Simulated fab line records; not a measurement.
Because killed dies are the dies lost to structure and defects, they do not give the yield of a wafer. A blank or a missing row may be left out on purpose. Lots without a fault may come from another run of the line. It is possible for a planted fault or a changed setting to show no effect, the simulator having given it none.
Which tool was responsible? / flow ritCmos / 39 wafers from 13 lots sampled at 6 of the route's 202 steps

== WHAT EACH GAUGE READ, for each wafer ==
RIT_PWELL_TW_MEAS_10. Usual: PWELL_TW gives 955 (standard deviation 11).
lot=L149; measured=day 2 00:46; on=filmMetro-03; PWELL_TW=970 972 970; flag=
lot=L150; measured=day 2 06:40; on=filmMetro-03; PWELL_TW=969 975 973; flag=
lot=L151; measured=day 2 12:16; on=filmMetro-04; PWELL_TW=958 963 955; flag=
lot=L152; measured=day 2 15:11; on=filmMetro-04; PWELL_TW=963 967 966; flag=
lot=L153; measured=day 2 21:01; on=filmMetro-02; PWELL_TW=946 947 937; flag=
lot=L154; measured=day 3 02:20; on=filmMetro-03; PWELL_TW=964 964 964; flag=
lot=L155; measured=day 3 06:46; on=filmMetro-03; PWELL_TW=967 967 965; flag=
lot=L157; measured=day 3 16:33; on=filmMetro-02; PWELL_TW=946 947 942; flag=
lot=L159; measured=day 4 02:01; on=filmMetro-02; PWELL_TW=944 946 946; flag=
lot=L168; measured=day 5 22:39; on=filmMetro-02; PWELL_TW=944 947 947; flag=
lot=L170; measured=day 6 07:40; on=filmMetro-03; PWELL_TW=964 961 962; flag=
lot=L171; measured=day 6 13:24; on=filmMetro-02; PWELL_TW=949 949 948; flag=
lot=L172; measured=day 6 18:07; on=filmMetro-02; PWELL_TW=947 950 948; flag=

RIT_GATE_OVL_MEAS_17. Usual: GATE_OVL gives 0.1 nm (standard deviation 1.5).
lot=L149; measured=day 2 16:03; on=overlay-01; GATE_OVL (nm)=2.0 0.8 0.7; flag=
lot=L150; measured=day 2 23:25; on=overlay-01; GATE_OVL (nm)=-1.0 -0.1 0.9; flag=
lot=L151; measured=day 3 02:24; on=overlay-01; GATE_OVL (nm)=1.0 0.2 0.0; flag=
lot=L152; measured=day 3 05:16; on=overlay-02; GATE_OVL (nm)=0.8 -0.5 1.2; flag=
lot=L153; measured=day 3 12:31; on=overlay-02; GATE_OVL (nm)=0.2 -0.1 -0.9; flag=
lot=L154; measured=day 3 17:55; on=overlay-02; GATE_OVL (nm)=3.2 0.8 0.7; flag=
lot=L155; measured=day 3 20:54; on=overlay-01; GATE_OVL (nm)=1.4 -1.2 -2.0; flag=
lot=L157; measured=day 4 08:50; on=overlay-01; GATE_OVL (nm)=0.9 0.6 0.4; flag=
lot=L159; measured=day 4 18:14; on=overlay-02; GATE_OVL (nm)=-0.4 0.5 -2.3; flag=
lot=L168; measured=day 6 13:44; on=overlay-02; GATE_OVL (nm)=0.7 -0.1 -1.0; flag=
lot=L170; measured=day 6 23:40; on=overlay-02; GATE_OVL (nm)=0.0 0.8 1.1; flag=
lot=L171; measured=day 7 06:08; on=overlay-01; GATE_OVL (nm)=-1.7 -2.1 0.5; flag=
lot=L172; measured=day 7 09:34; on=overlay-02; GATE_OVL (nm)=0.1 1.1 -0.5; flag=

RIT_SDANNEAL_RS_MEAS_04: a four-point-probe measurement. Usual: PSD_RS gives 115.82 ohm/sq (standard deviation 0.29).
lot=L149; measured=day 3 06:39; on=filmMetro-01; PSD_RS (ohm/sq)=115.77 115.83 115.78; flag=
lot=L150; measured=day 3 12:18; on=filmMetro-01; PSD_RS (ohm/sq)=115.73 116.03 116.03; flag=
lot=L151; measured=day 3 16:55; on=filmMetro-04; PSD_RS (ohm/sq)=115.23 115.83 115.80; flag=
lot=L152; measured=day 3 18:37; on=filmMetro-04; PSD_RS (ohm/sq)=115.99 115.93 115.79; flag=
lot=L153; measured=day 4 02:22; on=filmMetro-04; PSD_RS (ohm/sq)=116.41 115.95 116.64; flag=
lot=L154; measured=day 4 06:52; on=filmMetro-01; PSD_RS (ohm/sq)=115.58 115.61 115.70; flag=
lot=L155; measured=day 4 10:04; on=filmMetro-04; PSD_RS (ohm/sq)=115.50 115.65 115.47; flag=
lot=L157; measured=day 4 22:26; on=filmMetro-03; PSD_RS (ohm/sq)=121.39 121.61 121.34; flag=OFF
lot=L159; measured=day 5 07:53; on=filmMetro-04; PSD_RS (ohm/sq)=121.29 121.17 121.42; flag=OFF
lot=L168; measured=day 7 04:23; on=filmMetro-04; PSD_RS (ohm/sq)=115.67 115.66 115.47; flag=
lot=L170; measured=day 7 12:32; on=filmMetro-01; PSD_RS (ohm/sq)=115.71 115.70 115.48; flag=
lot=L171; measured=day 7 18:58; on=filmMetro-01; PSD_RS (ohm/sq)=115.85 115.81 115.23; flag=
lot=L172; measured=day 7 22:04; on=filmMetro-04; PSD_RS (ohm/sq)=115.68 115.34 115.72; flag=

RIT_SDANNEAL_RS_MEAS_06: a four-point-probe measurement. Usual: PLDD_RS gives 178.5 ohm/sq (standard deviation 0.52).
lot=L149; measured=day 3 06:53; on=filmMetro-01; PLDD_RS (ohm/sq)=178.7 178.9 178.6; flag=
lot=L150; measured=day 3 12:32; on=filmMetro-01; PLDD_RS (ohm/sq)=179.1 179.0 178.5; flag=
lot=L151; measured=day 3 17:10; on=filmMetro-04; PLDD_RS (ohm/sq)=178.0 178.5 178.5; flag=
lot=L152; measured=day 3 18:51; on=filmMetro-04; PLDD_RS (ohm/sq)=179.2 179.2 179.5; flag=
lot=L153; measured=day 4 02:36; on=filmMetro-04; PLDD_RS (ohm/sq)=179.0 178.7 178.7; flag=
lot=L154; measured=day 4 07:07; on=filmMetro-01; PLDD_RS (ohm/sq)=178.5 178.1 177.8; flag=
lot=L155; measured=day 4 10:19; on=filmMetro-04; PLDD_RS (ohm/sq)=177.8 177.5 178.1; flag=
lot=L157; measured=day 4 22:41; on=filmMetro-03; PLDD_RS (ohm/sq)=183.4 183.9 183.5; flag=OFF
lot=L159; measured=day 5 08:08; on=filmMetro-04; PLDD_RS (ohm/sq)=183.7 182.9 183.6; flag=OFF
lot=L168; measured=day 7 04:37; on=filmMetro-04; PLDD_RS (ohm/sq)=177.7 177.2 176.7; flag=
lot=L170; measured=day 7 12:47; on=filmMetro-01; PLDD_RS (ohm/sq)=178.4 178.3 178.3; flag=
lot=L171; measured=day 7 19:13; on=filmMetro-01; PLDD_RS (ohm/sq)=178.2 177.4 178.1; flag=
lot=L172; measured=day 7 22:18; on=filmMetro-04; PLDD_RS (ohm/sq)=178.3 178.7 178.6; flag=

RIT_SILICIDE_THK_MEAS_03: measures by xrf. Usual: SILICIDE_TI_THK gives 29.7 nm (standard deviation 0.38).
lot=L149; measured=day 3 07:25; on=filmMetro-02; SILICIDE_TI_THK (nm)=29.0 29.4 29.5; flag=
lot=L150; measured=day 3 13:04; on=filmMetro-02; SILICIDE_TI_THK (nm)=30.0 30.0 30.1; flag=
lot=L151; measured=day 3 17:40; on=filmMetro-02; SILICIDE_TI_THK (nm)=29.9 29.8 30.4; flag=
lot=L152; measured=day 3 19:22; on=filmMetro-02; SILICIDE_TI_THK (nm)=30.5 29.7 30.0; flag=
lot=L153; measured=day 4 03:07; on=filmMetro-03; SILICIDE_TI_THK (nm)=29.7 29.4 30.1; flag=
lot=L154; measured=day 4 07:38; on=filmMetro-02; SILICIDE_TI_THK (nm)=29.5 29.3 29.4; flag=
lot=L155; measured=day 4 10:48; on=filmMetro-03; SILICIDE_TI_THK (nm)=29.2 29.6 29.2; flag=
lot=L157; measured=day 4 23:11; on=filmMetro-02; SILICIDE_TI_THK (nm)=29.4 29.4 29.7; flag=
lot=L159; measured=day 5 08:39; on=filmMetro-01; SILICIDE_TI_THK (nm)=29.8 29.5 29.5; flag=
lot=L168; measured=day 7 05:08; on=filmMetro-01; SILICIDE_TI_THK (nm)=29.5 29.5 29.5; flag=
lot=L170; measured=day 7 13:17; on=filmMetro-01; SILICIDE_TI_THK (nm)=29.5 29.7 29.3; flag=
lot=L171; measured=day 7 19:43; on=filmMetro-02; SILICIDE_TI_THK (nm)=29.8 29.7 29.6; flag=
lot=L172; measured=day 7 22:50; on=filmMetro-03; SILICIDE_TI_THK (nm)=28.8 29.0 29.0; flag=

== EACH LOT AND THE TOOL THAT RAN IT (in order: tool; ch and the chambers of the sampled wafers; start) ==
lot=L149; RIT_SDANNEAL_RTA_03=rtpAnneal-01 ch 0, day 3 06:32
lot=L150; RIT_SDANNEAL_RTA_03=rtpAnneal-02 ch 0, day 3 12:15
lot=L151; RIT_SDANNEAL_RTA_03=rtpAnneal-01 ch 0, day 3 16:51
lot=L152; RIT_SDANNEAL_RTA_03=rtpAnneal-02 ch 0, day 3 18:33
lot=L153; RIT_SDANNEAL_RTA_03=rtpAnneal-01 ch 0, day 4 02:17
lot=L154; RIT_SDANNEAL_RTA_03=rtpAnneal-02 ch 0, day 4 06:49
lot=L155; RIT_SDANNEAL_RTA_03=rtpAnneal-01 ch 0, day 4 09:59
lot=L157; RIT_SDANNEAL_RTA_03=rtpAnneal-01 ch 0, day 4 22:22
lot=L159; RIT_SDANNEAL_RTA_03=rtpAnneal-01 ch 0, day 5 07:50
lot=L168; RIT_SDANNEAL_RTA_03=rtpAnneal-02 ch 0, day 7 04:19
lot=L170; RIT_SDANNEAL_RTA_03=rtpAnneal-02 ch 0, day 7 12:28
lot=L171; RIT_SDANNEAL_RTA_03=rtpAnneal-01 ch 0, day 7 18:53
lot=L172; RIT_SDANNEAL_RTA_03=rtpAnneal-02 ch 0, day 7 22:00
- RIT_SDANNEAL_RTA_03: time 5 s.

== WHAT THE TOOLS THEMSELVES READ (means of the sampled wafers that have a number; where no wafer has one, the mark that the record gives instead) ==
RIT_SDANNEAL_RTA_03. Usual: rampUpCPerS 341.99, standard deviation 0.062; wafer_temp_C_max 1053.5, standard deviation 1.1.
lot=L149 tool=rtpAnneal-01 rampUpCPerS=341.99 wafer_temp_C_max=1053.3 flag=
lot=L150 tool=rtpAnneal-02 rampUpCPerS=342.02 wafer_temp_C_max=1053.7 flag=
lot=L151 tool=rtpAnneal-01 rampUpCPerS=341.97 wafer_temp_C_max=1053.4 flag=
lot=L152 tool=rtpAnneal-02 rampUpCPerS=341.97 wafer_temp_C_max=1052.8 flag=
lot=L153 tool=rtpAnneal-01 rampUpCPerS=342.05 wafer_temp_C_max=1052.7 flag=
lot=L154 tool=rtpAnneal-02 rampUpCPerS=341.91 wafer_temp_C_max=1053.6 flag=
lot=L155 tool=rtpAnneal-01 rampUpCPerS=342.03 wafer_temp_C_max=1053.6 flag=
lot=L157 tool=rtpAnneal-01 rampUpCPerS=341.98 wafer_temp_C_max=1045.1 flag=OFF
lot=L159 tool=rtpAnneal-01 rampUpCPerS=342.00 wafer_temp_C_max=1045.4 flag=OFF
lot=L168 tool=rtpAnneal-02 rampUpCPerS=341.96 wafer_temp_C_max=1052.8 flag=
lot=L170 tool=rtpAnneal-02 rampUpCPerS=341.99 wafer_temp_C_max=1052.7 flag=
lot=L171 tool=rtpAnneal-01 rampUpCPerS=342.01 wafer_temp_C_max=1053.4 flag=
lot=L172 tool=rtpAnneal-02 rampUpCPerS=341.96 wafer_temp_C_max=1053.3 flag=

== THE ANSWER, worked out from the rows above alone ==
Rule: take the mean of a lot's wafers that have a number; if it is more than 3 standard deviations from the usual mean, the lot is off. A lot without any number at a reading at which 4 lots or more have one is off too. Any other lot the step has rows for is counted as sound. The gauges are gone through in route order, then the tools' own readings, and for those a lot's mean is taken as printed above. At the first step where some lot is off, the reading lying furthest off is the one used; lots without a number count as furthest.
Off: at RIT_SDANNEAL_RS_MEAS_04 (PSD_RS), L157, L159.
A tool fits if, at a process step before that reading, it ran every lot that is off, and no sound lot after the first of them. The gauges at RIT_SDANNEAL_RS_MEAS_04 aren't tried: what is off there is off at RIT_SDANNEAL_RTA_03 too, on other tools, and a gauge's error can't cause that. Not one of the candidates tried fits.

== WHAT THE SIMULATOR PUT IN ==
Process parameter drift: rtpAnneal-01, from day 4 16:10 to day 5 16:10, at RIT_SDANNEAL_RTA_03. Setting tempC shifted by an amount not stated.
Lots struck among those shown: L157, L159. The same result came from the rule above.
